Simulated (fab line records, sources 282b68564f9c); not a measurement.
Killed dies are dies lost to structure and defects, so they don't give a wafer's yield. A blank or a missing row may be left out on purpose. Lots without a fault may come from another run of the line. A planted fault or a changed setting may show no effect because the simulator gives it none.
A struck lot beside a sound one | flow rit_cmos | 22 steps out of a route of 202
Sound: wafers L582.2, L582.3, L582.6. Struck: wafers L583.2, L583.4, L583.5. The cause comes at the end.
At each step with rows: each side's tool, then ch and its chambers, then its first start. Under that, the readings that differ: sound wafers | struck wafers | difference of the means | sigmas: that difference in standard deviations of wafers without a fault.
alike: readings whose means differ by less than 2 such deviations, and words and numbers that are the same on both sides. not compared: withheld readings, readings that some wafer has no value for, bounds like >300 that may hide the same value, and numbers for which the record gives no deviation and whose values overlap.
The two part at a step that has a row with sigmas, a row that says differs or no value, or rows on one side only. Numbers that don't overlap but have no deviation are shown without sigmas and don't part them. A reading that every wafer of one side lacks parts them only if that side has two wafers or more.

first, 4 steps without rows for these wafers: RIT_NRETRO_SOFTBAKE_02 (time 60 s); RIT_NRETRO_EXPOSE_03 (exposes mask M4, target cd 43900 nm); RIT_NRETRO_PEB_04; RIT_NRETRO_DEVELOP_05 (develop time 68 s).
RIT_NRETRO_OVL_MEAS_06:
  sound on overlay-02, day 3 05:21; struck on overlay-01, day 3 09:22
  alike: NRETRO_OVL
then, 2 steps without rows for these wafers: RIT_NRETRO_HARDBAKE_07 (time 120 s); RIT_NRETRO_IMPLANT_08.
RIT_NRETRO_STRIP_09: strips in O2, time 180 s.
  sound on plasma_asher-02 ch 0,1, day 3 05:47; struck on plasma_asher-01 ch 0,1, day 3 09:47
  alike: drypump_motor_current_A
  not compared: rf_hours_counter_h
RIT_NRETRO_TW_MEAS_10:
  sound on film_metro-04, day 3 05:58; struck on film_metro-03, day 3 09:59
  reading   | sound          | struck         | difference | sigmas
  NRETRO_TW | 1047 1045 1045 | 1065 1066 1062 | +19        | +2
then, 3 steps without rows for these wafers: RIT_PRETRO_HMDS_00 (prime time 60 s); RIT_PRETRO_COAT_01 (resist thk 1300 nm); RIT_PRETRO_SOFTBAKE_02 (time 60 s).
RIT_PRETRO_EXPOSE_03: exposes mask M5, target cd 43700 nm.
  sound on iline_stepper-01 ch 0, day 3 06:29; struck on iline_stepper-01 ch 0, day 3 10:30
  reading | sound          | struck         | difference | sigmas
  mask    | M5#0 M5#0 M5#0 | M4#0 M4#0 M4#0 | differs    |
then, 2 steps without rows for these wafers: RIT_PRETRO_PEB_04; RIT_PRETRO_DEVELOP_05 (develop time 68 s).
RIT_PRETRO_OVL_MEAS_06:
  sound on overlay-02, day 3 06:55; struck on overlay-01, day 3 10:55
  reading         | sound          | struck | difference                    | sigmas
  PRETRO_OVL (nm) | -2.7 -2.5 -0.5 | - - -  | no value on the struck wafers |
then, 2 steps without rows for these wafers: RIT_PRETRO_HARDBAKE_07 (time 120 s); RIT_PRETRO_IMPLANT_08.
RIT_PRETRO_STRIP_09: strips in O2, time 180 s.
  sound on plasma_asher-01 ch 0,1, day 3 07:20; struck on plasma_asher-01 ch 0,1, day 3 11:20
  alike: drypump_motor_current_A
  not compared: rf_hours_counter_h
RIT_PRETRO_TW_MEAS_10:
  sound on film_metro-02, day 3 07:31; struck on film_metro-04, day 3 11:32
  reading   | sound       | struck   | difference | sigmas
  PRETRO_TW | 477 476 477 | 30 30 30 | -447       | -99 or more
then, 1 step without rows for these wafers: RIT_GATE_WET_ETCH_00 (etches SiO2 in BOE, target depth 56 nm, time 60 s).
RIT_M1_PROBE_99:
  the record has rows for the struck wafers here (prober-01, day 4 16:04) and none for the sound ones

WHERE THEY PART
First at RIT_NRETRO_TW_MEAS_10; last, within this record, at RIT_M1_PROBE_99.

WHY: what the simulator had put in
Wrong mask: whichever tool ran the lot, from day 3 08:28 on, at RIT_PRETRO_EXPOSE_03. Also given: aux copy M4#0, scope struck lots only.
